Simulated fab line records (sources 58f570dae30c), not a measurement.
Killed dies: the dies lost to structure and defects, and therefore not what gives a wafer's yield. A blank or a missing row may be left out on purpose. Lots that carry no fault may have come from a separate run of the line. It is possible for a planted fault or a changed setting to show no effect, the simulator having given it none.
Which tool is to blame? + flow berkeley_cmos170 + 15 lots with 45 wafers sampled at 4 steps, on a route of 331 steps

## WHAT THE GAUGES SHOWED, per wafer
UCB170_PVT_OVL_MEAS_06. Usual: PVT_OVL typically reads 2 nm, with standard deviation 5.3.
| lot  | measured     | on         | PVT_OVL (nm) | flag |
|------|--------------|------------|--------------|------|
| L428 | day 6 08:38  | overlay-02 | -4 0 1       |      |
| L429 | day 6 14:47  | overlay-02 | 2 -5 -5      |      |
| L430 | day 6 17:20  | overlay-01 | 2 -3 2       |      |
| L431 | day 7 11:09  | overlay-01 | 4 14 5       |      |
| L433 | day 7 11:56  | overlay-01 | -5 5 -3      |      |
| L435 | day 8 05:29  | overlay-02 | -6 2 -1      |      |
| L437 | day 8 06:52  | overlay-02 | 5 -1 8       |      |
| L439 | day 8 15:11  | overlay-02 | 2 6 4        |      |
| L441 | day 9 12:32  | overlay-02 | 5 2 6        |      |
| L443 | day 9 12:49  | overlay-01 | -2 2 0       |      |
| L442 | day 9 13:07  | overlay-02 | 8 5 3        |      |
| L450 | day 11 06:03 | overlay-02 | 5 -3 4       |      |
| L451 | day 11 06:18 | overlay-02 | 5 4 7        |      |
| L448 | day 11 06:25 | overlay-01 | -12 -3 -3    |      |
| L449 | day 11 06:41 | overlay-02 | -7 -10 -11   |      |

UCB170_SPACER_THK_MEAS_01. Usual: SPACER_TEOS_THK typically reads 376 nm, with standard deviation 4.9.
| lot  | measured     | on            | SPACER_TEOS_THK (nm) | flag |
|------|--------------|---------------|----------------------|------|
| L428 | day 7 00:41  | film_metro-02 | 375 380 374          |      |
| L429 | day 7 14:45  | film_metro-03 | 374 378 379          |      |
| L430 | day 7 17:26  | film_metro-04 | 372 380 376          |      |
| L431 | day 8 07:11  | film_metro-03 | 367 379 382          |      |
| L433 | day 8 07:11  | film_metro-02 | 382 386 382          |      |
| L435 | day 9 04:39  | film_metro-04 | 382 370 384          |      |
| L437 | day 9 04:22  | film_metro-04 | 361 371 375          |      |
| L439 | day 9 10:51  | film_metro-03 | 370 377 381          |      |
| L441 | day 10 11:45 | film_metro-04 | 373 379 372          |      |
| L443 | day 10 12:13 | film_metro-03 | 383 374 376          |      |
| L442 | day 10 11:56 | film_metro-04 | 376 376 380          |      |
| L450 | day 12 02:35 | film_metro-04 | 372 369 379          |      |
| L451 | day 12 03:26 | film_metro-04 | 373 367 375          |      |
| L448 | day 12 03:44 | film_metro-04 | 374 373 381          |      |
| L449 | day 12 03:04 | film_metro-04 | 371 380 376          |      |

UCB170_CONTACT_OVL_MEAS_16. Usual: CONTACT_OVL typically reads 1 nm, with standard deviation 5.8.
| lot  | measured     | on         | CONTACT_OVL (nm) | flag |
|------|--------------|------------|------------------|------|
| L428 | day 7 19:35  | overlay-02 | 3 2 -3           |      |
| L429 | day 8 08:48  | overlay-02 | 2 6 3            |      |
| L430 | day 8 08:41  | overlay-02 | 2 1 -4           |      |
| L431 | day 9 01:50  | overlay-02 | 6 8 7            |      |
| L433 | day 9 00:20  | overlay-02 | 0 1 0            |      |
| L435 | day 10 03:49 | overlay-02 | 6 3 4            |      |
| L437 | day 10 03:10 | overlay-01 | 0 3 -2           |      |
| L439 | day 10 03:44 | overlay-01 | 6 12 6           |      |
| L441 | day 11 06:10 | overlay-01 | 6 13 11          |      |
| L443 | day 11 05:26 | overlay-01 | -18 -3 -9        |      |
| L442 | day 11 07:05 | overlay-01 | 11 14 6          |      |
| L450 | day 12 18:23 | overlay-01 | -4 6 -3          |      |
| L451 | day 12 18:32 | overlay-02 | 0 -2 5           |      |
| L448 | day 12 20:18 | overlay-01 | 9 1 3            |      |
| L449 | day 12 20:17 | overlay-02 | 5 6 4            |      |

## WHICH TOOL RAN EACH LOT (tool, then ch and the chambers of the sampled wafers, then the start)
| lot  | UCB170_BACKSIDE_CLEAN_04        |
|------|---------------------------------|
| L428 | wet_bench-02 ch 2, day 7 12:25  |
| L429 | wet_bench-02 ch 0, day 8 02:11  |
| L430 | wet_bench-02 ch 1, day 8 02:41  |
| L431 | wet_bench-03 ch 3, day 8 19:19  |
| L433 | wet_bench-04 ch 0, day 8 18:49  |
| L435 | wet_bench-02 ch 1, day 9 20:20  |
| L437 | wet_bench-04 ch 0, day 9 19:28  |
| L439 | wet_bench-02 ch 0, day 9 20:20  |
| L441 | wet_bench-02 ch 1, day 11 00:00 |
| L443 | wet_bench-04 ch 1, day 11 00:04 |
| L442 | wet_bench-02 ch 3, day 11 00:23 |
| L450 | wet_bench-03 ch 0, day 12 13:15 |
| L451 | wet_bench-03 ch 3, day 12 13:27 |
| L448 | wet_bench-04 ch 1, day 12 14:28 |
| L449 | wet_bench-04 ch 3, day 12 13:57 |
- UCB170_BACKSIDE_CLEAN_04: cleans in SPM, time 600 s.

## AS READ BY THE TOOLS THEMSELVES (means over the sampled wafers that have a number; for cases with no such wafer, the mark the record gives instead)
UCB170_BACKSIDE_CLEAN_04. Usual: bath_guard_temp_C 120.3 C, standard deviation 0.5; bath_heat_duty_pct 13.3 %, standard deviation 0.95.
| lot  | tool         | bath_guard_temp_C (C) | bath_heat_duty_pct (%) | flag |
|------|--------------|-----------------------|------------------------|------|
| L428 | wet_bench-02 | 120.3                 | 12.2                   |      |
| L429 | wet_bench-02 | 120.0                 | 13.9                   |      |
| L430 | wet_bench-02 | 119.9                 | 13.6                   |      |
| L431 | wet_bench-03 | 119.5                 | 13.3                   |      |
| L433 | wet_bench-04 | 120.9                 | 12.9                   |      |
| L435 | wet_bench-02 | 119.8                 | 12.7                   |      |
| L437 | wet_bench-04 | 120.7                 | 12.5                   |      |
| L439 | wet_bench-02 | 119.7                 | 14.1                   |      |
| L441 | wet_bench-02 | -                     | -                      | OFF  |
| L443 | wet_bench-04 | -                     | -                      | OFF  |
| L442 | wet_bench-02 | -                     | -                      | OFF  |
| L450 | wet_bench-03 | 120.9                 | 13.9                   |      |
| L451 | wet_bench-03 | 119.7                 | 12.5                   |      |
| L448 | wet_bench-04 | 120.5                 | 13.6                   |      |
| L449 | wet_bench-04 | 120.1                 | 13.5                   |      |

## THE ANSWER, worked out from the rows above alone
Rule: take the mean of a lot's wafers that have a number; if it is more than 3 standard deviations from the usual mean, the lot is off. Also off: a lot with no number at a reading for which 4 or more lots have one. Any other lot the step has rows for is counted as sound. First the gauges in route order, then the tools' own readings, where a lot's mean is used as printed above. At the first step where some lot is off, the reading lying furthest off is the one used; lots without a number count as furthest.
Off at UCB170_BACKSIDE_CLEAN_04 (bath_guard_temp_C): L441, L443, L442. Without a number there: L441, L443, L442.
If a tool, at that step or one of the process steps before it, ran each lot that is off and ran no sound lot following the first of them, it fits. No candidate that was tried fits.

## WHAT WAS PUT IN BY THE SIMULATOR
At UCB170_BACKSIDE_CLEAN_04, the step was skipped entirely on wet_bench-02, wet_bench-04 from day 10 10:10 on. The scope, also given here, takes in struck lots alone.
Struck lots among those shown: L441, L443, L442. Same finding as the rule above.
